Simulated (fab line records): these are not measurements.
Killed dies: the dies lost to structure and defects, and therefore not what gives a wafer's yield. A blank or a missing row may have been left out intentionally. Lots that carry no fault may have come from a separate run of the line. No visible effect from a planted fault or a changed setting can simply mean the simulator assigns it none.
fab line records + flow rit_cmos
record:
- lots: 6
- wafers: 18
- last_day: 6
route steps=202 shown M1@184
lots that met no fault: from a run of the same line without faults
start_h: hours from the record's first day to the start of the lot's first wafer shown + wait_h: time in hours since the lot's previous step + " same as the row above + L1.1+2: one row covering several wafers at once + - either no value or no given start + * or withheld: withheld + < > ~ a bound
route shown NAME@n: NAME is a module with steps in the file, n the number in the route of the first one + usual: mean/standard deviation taken from wafers without a fault + same: alike in all rows + chamber/n: place in a boat + sites: per-site readings + _std_site: their standard deviation + _edge_site: mean of outer sites minus mean of inner sites + radius_mm: for every site, how far away it sits from the centre of the wafer + mask NAME#n: copy n + behind: the last tool/chamber to shape the wafer + hold: why the lot was held/for how many hours/how that ended + device: which transistor (n, p or np) failed to switch + end of line: at the end of the route, the tests of the same wafers + a step with no rows: only its recipe + killed: at the first sort, the dies lost to defects and structure; wafer yield is something else + map: a wafer's dies, marking killed ones x, the rest . and places with no die _
set.NAME: the setting that was run; set.NAME@STEP: the one run at that earlier step + model.NAME: the simulator's own value behind a step, which no gauge read
certain route steps with their lots: each step a table, each wafer a row
services: from which hour (start_h, from the record's first day; less than 0 if before it) a tool's chamber was out of use, for how many hours, and why
== steps ==
step: RIT_M1_SPUTTER_00
recipe:
- material: Al
- target_thk_nm: 400
- power_w: 1952
- chamber_pressure_pa: 0.4
- gas: Ar
- time_s: 500
- substrate_temp_c: 25
usual:
- chamber_pressure_pa: 0.4001/0.00074
- throttle_valve_pct: 29.2/0.79
| lot.wafer | tool           | chamber | start_h | wait_h | chamber_pressure_pa | throttle_valve_pct |
|-----------|----------------|---------|---------|--------|---------------------|--------------------|
| L532.2    | pvd_sputter-04 | -       | 64.86   | 0.0    | 0.3993              | 28.0               |
| L532.4    | "              | -       | "       | "      | 0.3988              | 28.7               |
| L532.5    | "              | -       | "       | "      | 0.3996              | 28.8               |
| L533.1    | pvd_sputter-04 | -       | 71.45   | 0.0    | 0.3992              | 28.2               |
| L533.4    | "              | -       | "       | "      | 0.4009              | 28.9               |
| L533.6    | "              | -       | "       | "      | 0.4011              | 29.1               |
| L541.2    | pvd_sputter-02 | -       | 110.69  | 0.0    | 0.3997              | 30.5               |
| L541.3    | "              | -       | "       | "      | 0.3999              | 29.3               |
| L541.5    | "              | -       | "       | "      | 0.3998              | 30.0               |
| L544.1    | pvd_sputter-04 | -       | 123.91  | 0.0    | 0.4016              | 28.6               |
| L544.2    | "              | -       | "       | "      | 0.4006              | 28.2               |
| L544.5    | "              | -       | "       | "      | 0.4005              | 28.8               |
| L546.1    | pvd_sputter-04 | -       | 134.38  | 0.0    | 0.4004              | 28.5               |
| L546.2    | "              | -       | "       | "      | 0.4006              | 28.9               |
| L546.5    | "              | -       | "       | "      | 0.3998              | 28.2               |
| L548.2    | pvd_sputter-04 | -       | 143.40  | 0.0    | 0.4007              | 28.1               |
| L548.3    | "              | -       | "       | "      | 0.3995              | 28.8               |
| L548.4    | "              | -       | "       | "      | 0.4009              | 28.5               |
step: RIT_M1_RS_MEAS_01
recipe:
- thk_meas_gauge: four-point-probe
- reads: Al_of_M1_SPUTTER_00
usual:
- M1_AL_RS: 0.0755/0.00076
| lot.wafer | tool          | chamber | start_h | wait_h | M1_AL_RS[ohm/sq] |
|-----------|---------------|---------|---------|--------|------------------|
| L532.2    | film_metro-02 | -       | 65.17   | 0.2    | 0.0764           |
| L532.4    | "             | -       | "       | "      | 0.0764           |
| L532.5    | "             | -       | "       | "      | 0.0767           |
| L533.1    | film_metro-01 | -       | 71.74   | 0.1    | 0.0753           |
| L533.4    | "             | -       | "       | "      | 0.0759           |
| L533.6    | "             | -       | "       | "      | 0.0763           |
| L541.2    | film_metro-01 | -       | 111.01  | 0.2    | 0.0746           |
| L541.3    | "             | -       | "       | "      | 0.0757           |
| L541.5    | "             | -       | "       | "      | 0.0748           |
| L544.1    | film_metro-02 | -       | 124.20  | 0.1    | 0.0761           |
| L544.2    | "             | -       | "       | "      | 0.0744           |
| L544.5    | "             | -       | "       | "      | 0.0755           |
| L546.1    | film_metro-01 | -       | 134.67  | 0.1    | 0.0754           |
| L546.2    | "             | -       | "       | "      | 0.0755           |
| L546.5    | "             | -       | "       | "      | 0.0744           |
| L548.2    | film_metro-02 | -       | 143.71  | 0.2    | 0.0758           |
| L548.3    | "             | -       | "       | "      | 0.0769           |
| L548.4    | "             | -       | "       | "      | 0.0766           |
step: RIT_M1_THK_MEAS_02
recipe:
- thk_meas_gauge: xrf
- reads: Al_of_M1_SPUTTER_00
usual:
- M1_AL_THK: 384/5.1
| lot.wafer | tool          | chamber | start_h | wait_h | M1_AL_THK[nm] |
|-----------|---------------|---------|---------|--------|---------------|
| L532.2    | film_metro-02 | -       | 65.28   | 0.1    | 378           |
| L532.4    | "             | -       | "       | "      | 378           |
| L532.5    | "             | -       | "       | "      | 377           |
| L533.1    | film_metro-01 | -       | 71.86   | 0.1    | 386           |
| L533.4    | "             | -       | "       | "      | 382           |
| L533.6    | "             | -       | "       | "      | 383           |
| L541.2    | film_metro-01 | -       | 111.12  | 0.1    | 390           |
| L541.3    | "             | -       | "       | "      | 389           |
| L541.5    | "             | -       | "       | "      | 393           |
| L544.1    | film_metro-02 | -       | 124.32  | 0.1    | 378           |
| L544.2    | "             | -       | "       | "      | 388           |
| L544.5    | "             | -       | "       | "      | 382           |
| L546.1    | film_metro-01 | -       | 134.79  | 0.1    | 384           |
| L546.2    | "             | -       | "       | "      | 384           |
| L546.5    | "             | -       | "       | "      | 391           |
| L548.2    | film_metro-02 | -       | 143.82  | 0.1    | 382           |
| L548.3    | "             | -       | "       | "      | 375           |
| L548.4    | "             | -       | "       | "      | 378           |
step: RIT_M1_HMDS_03
recipe:
- prime_time_s: 60
- prime_temp_c: 140
step: RIT_M1_COAT_04
recipe:
- resist: NOVOLAK
- spin_rpm: 2000
- resist_thk_nm: 1300
step: RIT_M1_SOFTBAKE_05
recipe:
- resist: NOVOLAK
- temp_c: 90
- time_s: 60
step: RIT_M1_EXPOSE_06
recipe:
- mask_id: M12
- na: 0.6
- source_shape: conventional
- sigma_outer: 0.5
- target_cd_nm: 2600
- dose_mj: 250
step: RIT_M1_PEB_07
recipe:
- resist: NOVOLAK
- temp_c: withheld
- time_s: withheld
step: RIT_M1_DEVELOP_08
recipe:
- resist: NOVOLAK
- develop_time_s: 65.25
- dev_temp_c: 23
step: RIT_M1_CD_MEAS_09
recipe:
- target_cd_nm: 2600
usual:
- cd_nm: 2600.6/2.1
| lot.wafer | tool      | chamber | start_h | wait_h | cd_nm  |
|-----------|-----------|---------|---------|--------|--------|
| L532.2    | cd_sem-02 | -       | 66.23   | -      | 2602.6 |
| L532.4    | "         | -       | "       | "      | 2599.6 |
| L532.5    | "         | -       | "       | "      | 2601.5 |
| L533.1    | cd_sem-01 | -       | 72.93   | -      | 2606.2 |
| L533.4    | "         | -       | "       | "      | 2604.3 |
| L533.6    | "         | -       | "       | "      | 2605.0 |
| L541.2    | cd_sem-02 | -       | 112.07  | -      | 2599.3 |
| L541.3    | "         | -       | "       | "      | 2599.0 |
| L541.5    | "         | -       | "       | "      | 2598.9 |
| L544.1    | cd_sem-01 | -       | 125.39  | -      | 2599.0 |
| L544.2    | "         | -       | "       | "      | 2600.8 |
| L544.5    | "         | -       | "       | "      | 2597.8 |
| L546.1    | cd_sem-02 | -       | 135.86  | -      | 2601.0 |
| L546.2    | "         | -       | "       | "      | 2598.7 |
| L546.5    | "         | -       | "       | "      | 2601.3 |
| L548.2    | cd_sem-02 | -       | 144.77  | -      | 2596.5 |
| L548.3    | "         | -       | "       | "      | 2597.2 |
| L548.4    | "         | -       | "       | "      | 2598.4 |
step: RIT_M1_OVL_MEAS_10
usual:
- M1_OVL: 0.4/1.5
| lot.wafer | tool       | chamber | start_h | wait_h | M1_OVL[nm] |
|-----------|------------|---------|---------|--------|------------|
| L532.2    | overlay-02 | -       | 66.34   | 0.1    | -1.2       |
| L532.4    | "          | -       | "       | "      | -1.1       |
| L532.5    | "          | -       | "       | "      | -1.3       |
| L533.1    | overlay-02 | -       | 73.05   | 0.1    | 1.6        |
| L533.4    | "          | -       | "       | "      | 1.3        |
| L533.6    | "          | -       | "       | "      | 1.0        |
| L541.2    | overlay-01 | -       | 112.17  | 0.1    | 1.9        |
| L541.3    | "          | -       | "       | "      | -0.3       |
| L541.5    | "          | -       | "       | "      | 1.4        |
| L544.1    | overlay-02 | -       | 125.51  | 0.1    | 2.4        |
| L544.2    | "          | -       | "       | "      | 1.3        |
| L544.5    | "          | -       | "       | "      | 1.4        |
| L546.1    | overlay-02 | -       | 135.98  | 0.1    | 1.7        |
| L546.2    | "          | -       | "       | "      | 2.4        |
| L546.5    | "          | -       | "       | "      | 1.4        |
| L548.2    | overlay-01 | -       | 144.88  | 0.1    | -0.4       |
| L548.3    | "          | -       | "       | "      | 0.2        |
| L548.4    | "          | -       | "       | "      | -0.6       |
step: RIT_M1_HARDBAKE_11
recipe:
- resist: NOVOLAK
- temp_c: 140
- time_s: 120
step: RIT_M1_METAL_ETCH_12
recipe:
- stop_on: SiO2
- chemistry: Cl2/BCl3
- target: Al
- time_s: 165
- over_etch_frac: 0.5
- pressure_mtorr: 100
- target_depth_a: 6000
- rf_w: 250
- Cl2_flow_sccm: 60
- bcl3_flow_sccm: 50
usual:
- chamber_pressure_mTorr: 99.99/0.098
- drypump_motor_current_A: 5.24/0.3
- oes_product_au: 0.771/0.016
- throttle_valve_pct: 8.24/0.11
| lot.wafer | tool         | chamber | start_h | wait_h | chamber_pressure_mTorr | drypump_motor_current_A | oes_product_au | rf_hours_counter_h | throttle_valve_pct | model.NOVOLAK_of_M1_COAT_04.thk_nm |
|-----------|--------------|---------|---------|--------|------------------------|-------------------------|----------------|--------------------|--------------------|------------------------------------|
| L532.2    | rie_metal-03 | 0       | 66.62   | 0.2    | 100.06                 | 4.88                    | 0.732          | 39                 | 8.32               | 818                                |
| L532.4    | "            | 1       | "       | "      | 100.03                 | 5.72                    | 0.762          | -                  | 8.38               | 820.3                              |
| L532.5    | "            | 0       | "       | "      | 99.83                  | 4.90                    | 0.735          | -                  | 8.32               | 811.3                              |
| L533.1    | rie_metal-01 | 0       | 73.33   | 0.2    | 100.00                 | 5.33                    | 0.777          | 4                  | 8.27               | 799.8                              |
| L533.4    | "            | 1       | "       | "      | 99.95                  | 5.23                    | 0.768          | -                  | 8.32               | 815.5                              |
| L533.6    | "            | 0       | "       | "      | 99.88                  | 5.31                    | 0.769          | -                  | 8.26               | 803.6                              |
| L541.2    | rie_metal-03 | 1       | 112.69  | 0.2    | 100.01                 | 5.75                    | 0.769          | 34                 | 8.38               | 814.3                              |
| L541.3    | "            | 0       | "       | "      | 150.05                 | 4.89                    | 0.738          | -                  | 8.31               | 788.6                              |
| L541.5    | "            | 1       | "       | "      | 99.91                  | 5.76                    | 0.762          | -                  | 8.38               | 819.8                              |
| L544.1    | rie_metal-03 | 1       | 125.79  | 0.2    | 100.06                 | 5.74                    | 0.767          | 35                 | 8.39               | 821.5                              |
| L544.2    | "            | 0       | "       | "      | 149.99                 | 4.90                    | 0.743          | 39                 | 8.31               | 792.5                              |
| L544.5    | "            | 1       | "       | "      | 100.07                 | 5.75                    | 0.774          | -                  | 8.38               | 823.7                              |
| L546.1    | rie_metal-04 | 0       | 136.29  | 0.2    | 99.92                  | 4.84                    | 0.762          | 1                  | 8.05               | 810.5                              |
| L546.2    | "            | 1       | "       | "      | 100.08                 | 5.50                    | 0.792          | 1                  | 8.19               | 801.3                              |
| L546.5    | "            | 0       | "       | "      | 100.01                 | 4.84                    | 0.768          | -                  | 8.05               | 813.9                              |
| L548.2    | rie_metal-04 | 0       | 145.16  | 0.2    | 100.02                 | 4.85                    | 0.772          | 2                  | 8.04               | 812                                |
| L548.3    | "            | 1       | "       | "      | 99.93                  | 5.48                    | 0.784          | -                  | 8.17               | 805.1                              |
| L548.4    | "            | 0       | "       | "      | 99.97                  | 4.83                    | 0.764          | -                  | 8.04               | 806.7                              |
step: RIT_M1_STRIP_13
recipe:
- chemistry: nmp
- resist: NOVOLAK
- temp_c: 80
- time_s: 600
- dry: n2_spin
step: RIT_M1_PROBE_99
usual:
- defect_limited_yield: 97.4/1.2
- killed_at_contacts: 0.1/0.26
- killed_at_front_end: 7/3.2
- killed_dies: 7/3.2
- killed_open: 3.2/2.1
- killed_short: 3.7/2.1
- sort_bin_3_pad_short: 0.1/0.2
- sort_bin_5_function: 1.5/0.79
- sort_bin_6_memory: 1.0/0.68
- sort_n_pass: 257/3.2
- sort_yield_pct: 97.4/1.2
same:
- gross_dies: 264
- killed_at_M0_to_M3: 0
- killed_at_M4_up: 0
- killed_at_back_side: 0
- killed_at_other: 0
| lot.wafer | tool      | chamber | start_h | wait_h | defect_limited_yield[%] | killed_at_contacts | killed_at_front_end | killed_dies | killed_open | killed_short | sort_bin_3_pad_short[%] | sort_bin_5_function[%] | sort_bin_6_memory[%] | sort_n_pass | sort_yield_pct[%] |
|-----------|-----------|---------|---------|--------|-------------------------|--------------------|---------------------|-------------|-------------|--------------|-------------------------|------------------------|----------------------|-------------|-------------------|
| L533.1    | prober-01 | -       | 75.90   | 0.1    | 95.8                    | 0                  | 11                  | 11          | 6           | 5            | 0                       | 3.0                    | 1.1                  | 253         | 95.8              |
| L533.4    | prober-01 | -       | 76.05   | 0.2    | 96.6                    | 0                  | 9                   | 9           | 3           | 6            | 0                       | 1.9                    | 1.5                  | 255         | 96.6              |
| L533.6    | prober-01 | -       | 76.15   | 0.2    | 97.3                    | 0                  | 7                   | 7           | 2           | 5            | 0                       | 2.3                    | 0.4                  | 257         | 97.3              |
| L544.1    | prober-02 | -       | 128.05  | 0.1    | 98.1                    | 0                  | 5                   | 5           | 2           | 3            | 0                       | 1.5                    | 0.4                  | 259         | 98.1              |
| L544.2    | prober-02 | -       | 128.10  | 0.1    | 98.5                    | 0                  | 4                   | 4           | 2           | 2            | 0                       | 1.1                    | 0.4                  | 260         | 98.5              |
| L544.5    | prober-02 | -       | 128.25  | 0.2    | 95.8                    | 1                  | 10                  | 11          | 4           | 7            | 0                       | 3.0                    | 1.1                  | 253         | 95.8              |
| L546.1    | prober-02 | -       | 138.56  | 0.1    | 98.9                    | 0                  | 3                   | 3           | 0           | 3            | 0                       | 0.8                    | 0.4                  | 261         | 98.9              |
| L546.2    | prober-02 | -       | 138.61  | 0.1    | 98.5                    | 0                  | 4                   | 4           | 2           | 2            | 0                       | 0.8                    | 0.8                  | 260         | 98.5              |
| L546.5    | prober-02 | -       | 138.76  | 0.2    | 98.1                    | 0                  | 5                   | 5           | 2           | 3            | 0                       | 1.5                    | 0.4                  | 259         | 98.1              |
| L548.2    | prober-02 | -       | 148.68  | 0.1    | 98.5                    | 0                  | 4                   | 4           | 0           | 4            | 0                       | 1.5                    | 0                    | 260         | 98.5              |
| L548.3    | prober-02 | -       | 148.73  | 0.2    | 97.0                    | 1                  | 7                   | 8           | 4           | 4            | 0                       | 2.3                    | 0.8                  | 256         | 97.0              |
| L548.4    | prober-02 | -       | 148.78  | 0.2    | 97.3                    | 0                  | 7                   | 7           | 2           | 5            | 0                       | 1.1                    | 1.5                  | 257         | 97.3              |
killed by level:class
L533.1 GATE:geometric_particle:short=5 GATE:geometric_particle:open=3 FOX1:geometric_particle:open=2 SILICIDE:geometric_particle:open=1
L533.4 GATE:geometric_particle:short=3 SPACER:geometric_particle:short=2 FOX1:geometric_particle:short=1 GATE:geometric_particle:open=1 REOX:geometric_particle:open=1 SPACER:geometric_particle:open=1
L533.6 REOX:geometric_particle:short=2 SPACER:geometric_particle:short=2 FOX1:geometric_particle:open=1 GATE:geometric_particle:open=1 GATE:geometric_particle:short=1
L544.1 GATE:geometric_particle:short=2 FOX1:geometric_particle:short=1 GATE:geometric_particle:open=1 SPACER:geometric_particle:open=1
L544.2 SPACER:geometric_particle:open=2 FOX2:geometric_particle:short=1 GATE:geometric_particle:short=1
L544.5 SPACER:geometric_particle:short=4 FOX1:geometric_particle:short=1 FOX2:geometric_particle:short=1 GATE:geometric_particle:open=1 GATE:geometric_particle:short=1 SPACER:geometric_particle:open=1 SILICIDE:geometric_particle:open=1 CONTACT:geometric_particle:open=1
L546.1 GATE:geometric_particle:short=1 REOX:geometric_particle:short=1 SILICIDE:geometric_particle:short=1
L546.2 FOX2:geometric_particle:open=1 GATE:geometric_particle:short=1 SILICIDE:geometric_particle:short=1 SILICIDE:geometric_particle:open=1
L546.5 FOX1:geometric_particle:short=1 FOX2:geometric_particle:open=1 FOX2:geometric_particle:short=1 GATE:geometric_particle:open=1 SPACER:geometric_particle:short=1
L548.2 GATE:geometric_particle:short=2 ACTIVE:geometric_particle:short=1 SPACER:geometric_particle:short=1
L548.3 GATE:geometric_particle:short=3 GATE:geometric_particle:open=2 REOX:geometric_particle:open=1 SPACER:geometric_particle:short=1 CONTACT:geometric_particle:open=1
L548.4 GATE:geometric_particle:short=4 GATE:geometric_particle:open=1 REOX:geometric_particle:short=1 SILICIDE:geometric_particle:open=1
== services ==
| tool         | chamber | start_h | hours | kind       |
|--------------|---------|---------|-------|------------|
| rie_metal-03 | -       | 136.12  | 20.0  | pm         |
| rie_metal-03 | 0       | 136.12  | 20.0  | vent_cycle |
| rie_metal-03 | 1       | 136.12  | 20.0  | vent_cycle |
== key ==
first_sign:
- step: RIT_M1_METAL_ETCH_12
- reading: chamber_pressure_mTorr
- direction: up
- sigmas: 99+
- usual: 99.99
- struck: 150.02
effect none on later readings
model_effect:
- step: RIT_M1_METAL_ETCH_12
- value: NOVOLAK_of_M1_COAT_04.thk_nm
- without: 811.4
- struck: 790.5
met_at RIT_M1_METAL_ETCH_12
struck_wafers L541.3,L544.2
onset_between 66.62 112.69
fault:
- kind: process_parameter_drift
- tool: rie_metal-03
- chamber: 0
- onset_h: 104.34
- steps: RIT_M1_METAL_ETCH_12
- channel: pressure_mtorr
- offset: 50
- shape: step
- end_h: 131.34
- stated: 100
